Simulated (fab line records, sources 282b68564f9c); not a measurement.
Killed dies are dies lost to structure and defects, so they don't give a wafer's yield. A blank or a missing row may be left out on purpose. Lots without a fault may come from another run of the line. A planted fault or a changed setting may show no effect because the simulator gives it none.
fab line records | flow rit_cmos | part 2 of 2: steps 35 to 49 of 49
record lots=5 wafers=15 last_day=8
route steps=202 shown NLDD@107 PLDD@114 SPACER@125 NSD@131 PSD@142 SDANNEAL@153
lots that met no fault: from a run of the same line without faults
start_h: hours from the record's first day to the start of the lot's first wafer shown | wait_h: hours since the lot's step before | " the same as in the row above | L1.1+2: a row that stands for several wafers | - no value, or no start given | * or withheld: withheld | < > ~ a bound
route shown NAME@n: a module of which the file shows steps, and the number in the route of the first | usual: mean/standard deviation of fault-free wafers | same: alike in all rows | chamber/n: place in a boat | sites: the reading at each site | _std_site: their standard deviation | _edge_site: outer sites' mean less inner sites' | radius_mm: how far each site lies from the wafer's centre | mask NAME#n: copy n | behind: the tool/chamber that last shaped the wafer | hold: why the lot was held/for how many hours/how that ended | device: the transistor (n, p or np) that didn't switch | end of line: the same wafers' tests at the end of the route | a step without rows: its recipe alone | killed: dies lost to structure and defects at the first sort, not the wafer's yield | map: a wafer's dies, x killed, . not, _ none there
set.NAME: the setting as run; set.NAME@STEP: as run at that earlier step | model.NAME: the simulator's own value behind a step, which no gauge read
lots at some steps of the route; a table a step, a row a wafer
services: from which hour (start_h, from the record's first day; less than 0 if before it) a tool's chamber was out of use, for how many hours, and why
## steps
# step RIT_NSD_TW_MEAS_10
# usual NSD_TW=3147/35
# columns lot.wafer tool chamber start_h wait_h NSD_TW
L077.1 film_metro-02 - 65.36 0.1 3135
L077.3 " - " " 3133
L077.5 " - " " 3134
L082.1 film_metro-01 - 94.83 0.1 3141
L082.3 " - " " 3138
L082.5 " - " " 3142
L088.3 film_metro-03 - 127.28 0.1 3185
L088.5 " - " " 3171
L088.6 " - " " 3193
L093.1 film_metro-03 - 169.81 0.1 3176
L093.5 " - " " 3184
L093.6 " - " " 3194
L095.1 film_metro-01 - 174.73 0.1 3122
L095.2 " - " " 3114
L095.6 " - " " 3118
# step RIT_PSD_HMDS_00
# recipe prime_time_s=60 prime_temp_c=140
# columns lot.wafer tool chamber start_h wait_h
L077.1+3+5 litho_track-04 0 65.42 0.1
L082.1+3+5 litho_track-01 0 94.89 0.1
L088.3+5+6 litho_track-04 0 127.37 0.1
L093.1+5+6 litho_track-03 0 169.87 0.1
L095.1+2+6 litho_track-03 0 174.79 0.1
# step RIT_PSD_COAT_01
# recipe resist=NOVOLAK spin_rpm=3250 resist_thk_nm=1000
# columns lot.wafer tool chamber start_h wait_h
L077.1+3+5 litho_track-04 0 65.57 0.1
L082.1+3+5 litho_track-01 0 95.04 0.1
L088.3+5+6 litho_track-04 0 127.52 0.1
L093.1+5+6 litho_track-03 0 170.02 0.1
L095.1+2+6 litho_track-03 0 174.94 0.1
# step RIT_PSD_SOFTBAKE_02
# recipe resist=NOVOLAK temp_c=90 time_s=60
# columns lot.wafer tool chamber start_h wait_h
L077.1+3+5 litho_track-04 0 65.72 0.1
L082.1+3+5 litho_track-01 0 95.19 0.1
L088.3+5+6 litho_track-04 0 127.67 0.1
L093.1+5+6 litho_track-03 0 170.17 0.1
L095.1+2+6 litho_track-03 0 175.09 0.1
# step RIT_PSD_EXPOSE_03
# recipe mask_id=M10 na=0.57 target_cd_nm=40900 dose_mj=250
# columns lot.wafer tool chamber start_h wait_h mask
L077.1+3+5 iline_stepper-01 0 65.87 0.1 M10#0
L082.1+3+5 iline_stepper-01 0 95.47 0.2 M10#0
L088.3+5+6 iline_stepper-02 0 127.94 0.2 M10#0
L093.1+5+6 iline_stepper-01 0 170.67 0.5 M10#0
L095.1+2+6 iline_stepper-01 0 175.24 0.1 M10#0
# step RIT_PSD_PEB_04
# recipe resist=NOVOLAK temp_c=withheld time_s=withheld
# columns lot.wafer tool chamber start_h wait_h
L077.1+3+5 litho_track-03 0 66.21 0.3
L082.1+3+5 litho_track-01 0 95.58 0.1
L088.3+5+6 litho_track-03 0 128.06 0.1
L093.1+5+6 litho_track-04 0 170.89 0.2
L095.1+2+6 litho_track-03 0 175.36 0.1
# step RIT_PSD_DEVELOP_05
# recipe resist=NOVOLAK develop_time_s=50 dev_temp_c=23
# columns lot.wafer tool chamber start_h wait_h
L077.1+3+5 litho_track-03 0 - -
L082.1+3+5 litho_track-01 0 - -
L088.3+5+6 litho_track-03 0 - -
L093.1+5+6 litho_track-04 0 - -
L095.1+2+6 litho_track-03 0 - -
# step RIT_PSD_OVL_MEAS_06
# usual PSD_OVL=-0.5/1.4
# columns lot.wafer tool chamber start_h wait_h PSD_OVL[nm]
L077.1 overlay-02 - 66.50 - 0.5
L077.3 " - " " -1.0
L077.5 " - " " 0.9
L082.1 overlay-02 - 95.87 - 1.1
L082.3 " - " " -1.4
L082.5 " - " " 1.0
L088.3 overlay-01 - 128.31 - -3.6
L088.5 " - " " -4.1
L088.6 " - " " -2.3
L093.1 overlay-02 - 171.17 - -1.2
L093.5 " - " " 1.1
L093.6 " - " " 0.1
L095.1 overlay-01 - 175.64 - -0.3
L095.2 " - " " 1.5
L095.6 " - " " 0.4
# step RIT_PSD_HARDBAKE_07
# recipe resist=NOVOLAK temp_c=140 time_s=60
# columns lot.wafer tool chamber start_h wait_h
L077.1+3+5 litho_track-01 0 66.66 0.2
L082.1+3+5 litho_track-01 0 95.90 0.0
L088.3+5+6 litho_track-04 0 128.38 0.1
L093.1+5+6 litho_track-04 0 171.45 0.3
L095.1+2+6 litho_track-01 0 175.68 0.0
# step RIT_PSD_IMPLANT_08
# recipe species=BF2 energy_kev=27 dose_cm2=5e+15 tilt_deg=7
# usual beam_energy_keV=27.000/0.0084
# columns lot.wafer tool chamber start_h wait_h beam_energy_keV
L077.1 implanter-04 0 66.81 0.1 26.983
L077.3 " 0 " " 26.994
L077.5 " 0 " " 26.984
L082.1 implanter-02 0 96.05 0.1 27.008
L082.3 " 0 " " 27.004
L082.5 " 0 " " 26.997
L088.3 implanter-03 0 128.53 0.1 27.000
L088.5 " 0 " " 27.008
L088.6 " 0 " " 27.009
L093.1 implanter-02 0 171.60 0.1 26.991
L093.5 " 0 " " 27.010
L093.6 " 0 " " 26.997
L095.1 implanter-03 0 175.83 0.1 27.005
L095.2 " 0 " " 27.012
L095.6 " 0 " " 27.004
# step RIT_PSD_STRIP_09
# recipe chemistry=O2 time_s=180 resist=NOVOLAK platen_temp_c=withheld power_w=500 pressure_mtorr=4000 o2_flow_sccm=4000
# usual chamber_pressure_mTorr=4000/3.5 drypump_motor_current_A=5.8/0.42 rf_refl_power_W=6.5/0.9
# columns lot.wafer tool chamber start_h wait_h chamber_pressure_mTorr drypump_motor_current_A rf_hours_counter_h rf_refl_power_W
L077.1 plasma_asher-04 0 66.96 0.1 3992 5.8 43 5.8
L077.3 " 0 " " 3998 5.8 - 5.6
L077.5 " 0 " " 4006 5.8 - 6.2
L082.1 plasma_asher-01 1 96.20 0.1 4002 5.8 29 6.1
L082.3 " 0 " " 3993 5.4 - 7.7
L082.5 " 0 " " 4006 5.4 - 7.7
L088.3 plasma_asher-01 1 128.69 0.1 3998 5.8 - 6.0
L088.5 " 1 " " 3999 5.8 - 5.7
L088.6 " 0 " " 3999 5.4 - 7.7
L093.1 plasma_asher-03 1 171.75 0.1 4001 6.8 52 6.2
L093.5 " 1 " " 4005 6.8 - 6.3
L093.6 " 0 " " 4003 6.0 - 4.7
L095.1 plasma_asher-03 1 175.98 0.1 3996 6.8 53 5.9
L095.2 " 0 " " 4004 6.0 53 4.9
L095.6 " 0 " " 4001 6.0 - 4.7
# step RIT_PSD_TW_MEAS_10
# usual PSD_TW=3453/36
# columns lot.wafer tool chamber start_h wait_h PSD_TW
L077.1 film_metro-02 - 67.13 0.1 3438
L077.3 " - " " 3433
L077.5 " - " " 3457
L082.1 film_metro-01 - 96.38 0.1 3413
L082.3 " - " " 3421
L082.5 " - " " 3408
L088.3 film_metro-02 - 128.83 0.1 3431
L088.5 " - " " 3441
L088.6 " - " " 3426
L093.1 film_metro-01 - 171.93 0.1 3420
L093.5 " - " " 3418
L093.6 " - " " 3410
L095.1 film_metro-03 - 176.15 0.1 3506
L095.2 " - " " 3509
L095.6 " - " " 3520
# step RIT_SDANNEAL_CLEAN_00
# recipe chemistry=SC1 mix=3:3:50 time_s=600 temp_c=75
# columns lot.wafer tool chamber start_h wait_h
L077.1+3+5 wet_bench-03 1 67.19 0.1
L082.1+3+5 wet_bench-03 0 96.44 0.1
L088.3+5+6 wet_bench-03 1 128.87 0.0
L093.1+5+6 wet_bench-02 3 171.99 0.1
L095.1+2+6 wet_bench-03 2 176.21 0.1
# step RIT_SDANNEAL_CLEAN_01
# recipe chemistry=dHF dilution=50:1 time_s=30
# columns lot.wafer tool chamber start_h wait_h
L077.1+3+5 wet_bench-03 1 67.37 0.0
L082.1+3+5 wet_bench-03 3 96.61 0.0
L088.3+5+6 wet_bench-02 0 129.04 0.0
L093.1+5+6 wet_bench-03 0 172.16 0.0
L095.1+2+6 wet_bench-03 0 176.39 0.0
# step RIT_SDANNEAL_CLEAN_02
# recipe chemistry=SC2 mix=3:3:50 time_s=600 temp_c=75 dry=n2_spin
# columns lot.wafer tool chamber start_h wait_h
L077.1+3+5 wet_bench-03 1 67.38 0.0
L082.1+3+5 wet_bench-03 2 96.63 0.0
L088.3+5+6 wet_bench-04 3 129.06 0.0
L093.1+5+6 wet_bench-03 0 172.18 0.0
L095.1+2+6 wet_bench-03 3 176.40 0.0
## services
# columns tool chamber start_h hours kind
rie_diel-02 - 37.50 0.2 repair
implanter-01 - 48.89 1.2 repair
iline_stepper-02 - 50.85 2.2 repair
iline_stepper-01 - 63.44 1.7 pm
implanter-02 - 66.75 1.5 repair
iline_stepper-02 - 71.24 4.4 pm
plasma_asher-02 - 74.68 1.6 repair
wet_bench-03 - 74.90 1.9 pm
wet_bench-04 - 88.83 1.9 pm
implanter-01 - 99.99 3.6 pm
wet_bench-04 - 103.31 1.6 repair
wet_bench-03 - 107.65 11.5 repair
plasma_asher-02 - 108.75 9.0 pm
implanter-02 - 111.70 21.1 pm
iline_stepper-02 - 117.42 1.7 pm
implanter-01 - 123.96 0.8 repair
implanter-01 - 129.69 35.5 repair
implanter-02 - 132.78 2.1 pm
implanter-04 - 135.05 1.9 repair
wet_bench-01 - 136.99 4.4 repair
implanter-03 - 155.03 2.2 repair
plasma_asher-01 - 169.32 2.1 repair
implanter-01 - 169.72 0.7 repair
implanter-03 - 174.37 1.2 repair
